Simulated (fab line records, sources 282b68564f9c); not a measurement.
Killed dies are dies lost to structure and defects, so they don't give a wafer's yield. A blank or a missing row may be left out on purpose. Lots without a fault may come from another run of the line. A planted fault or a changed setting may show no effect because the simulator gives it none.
One fault seen from 2 desks | flow rit_cmos | each desk has only its own numbers; what lay behind them comes last

THE TOOL OWNER'S DESK: litho_track-03
The tool's own readings at RIT_M1_DEVELOP_08 (develop time 68 s): means of the sampled wafers that have a number, for each lot that ran on this tool. A lot is out of limits, marked OUT, if its mean lies more than 4 standard deviations from the usual mean; the brackets give that distance.
Columns: A = developer_temp_C at RIT_M1_DEVELOP_08, usual 22.97 C
lot  | first seen here | A
L769 | day 3 18:00     | 22.97
L771 | day 4 05:00     | 22.92
L773 | day 4 16:00     | 23.08
L776 | day 5 08:00     | 22.97
L778 | day 5 23:00     | 22.96
L784 | day 7 04:00     | 22.92
L787 | day 7 15:00     | 23.04
L788 | day 7 19:00     | 23.07
This desk's finding: nothing out of limits on any of the 8 lots.

THE METROLOGY DESK
What the gauges read, lot by lot, whatever tool the lot ran on: means of the sampled wafers that have a number. A lot is out of limits, marked OUT, if its mean lies more than 4 standard deviations from the usual mean; the brackets give that distance.
Columns: A = NRETRO_OVL at RIT_NRETRO_OVL_MEAS_06, usual 0.3 nm; B = SPACER_NITRIDE_THK at RIT_SPACER_THK_MEAS_04, usual 250.5 nm; C = cd_nm at RIT_M1_CD_MEAS_09, usual 2600.0 nm; D = M1_OVL at RIT_M1_OVL_MEAS_10, usual -0.6 nm
lot  | first seen here | A    | B     | C      | D
L769 | day 2 16:50     | 1.0  | 250.9 | 2597.0 | -3.5
L771 | day 3 02:52     | 0.8  | 247.9 | 2596.0 | -1.9
L773 | day 3 11:13     | 1.9  | 253.5 | 2596.1 | -0.4
L776 | day 4 06:26     | 1.5  | 243.3 | 2602.2 | -1.5
L778 | day 4 17:34     | 1.3  | 246.6 | 2598.6 | -2.8
L779 | day 4 20:18     | 0.4  | 250.9 | 2603.5 | -0.7
L780 | day 5 00:59     | -0.2 | 247.5 | 2601.9 | 0.1
L781 | day 5 06:46     | 0.2  | 254.5 | 2601.8 | 1.0
L784 | day 6 00:10     | 1.6  | 251.5 | 2597.8 | -0.8
L785 | day 6 04:23     | 0.5  | 255.0 | 2599.6 | -0.6
L786 | day 6 08:00     | 0.4  | 250.3 | 2600.3 | -1.6
L787 | day 6 12:40     | -2.0 | 252.7 | -      | -
L788 | day 6 17:46     | -2.5 | 249.0 | -      | -
L790 | day 7 02:47     | -1.0 | 251.6 | 2600.4 | -0.3
This desk's finding: nothing out of limits on any of the 14 lots.

PUT TOGETHER
The tool owner's desk saw nothing out of limits.
The metrology desk saw nothing out of limits.

WHAT THE SIMULATOR HAD PUT IN
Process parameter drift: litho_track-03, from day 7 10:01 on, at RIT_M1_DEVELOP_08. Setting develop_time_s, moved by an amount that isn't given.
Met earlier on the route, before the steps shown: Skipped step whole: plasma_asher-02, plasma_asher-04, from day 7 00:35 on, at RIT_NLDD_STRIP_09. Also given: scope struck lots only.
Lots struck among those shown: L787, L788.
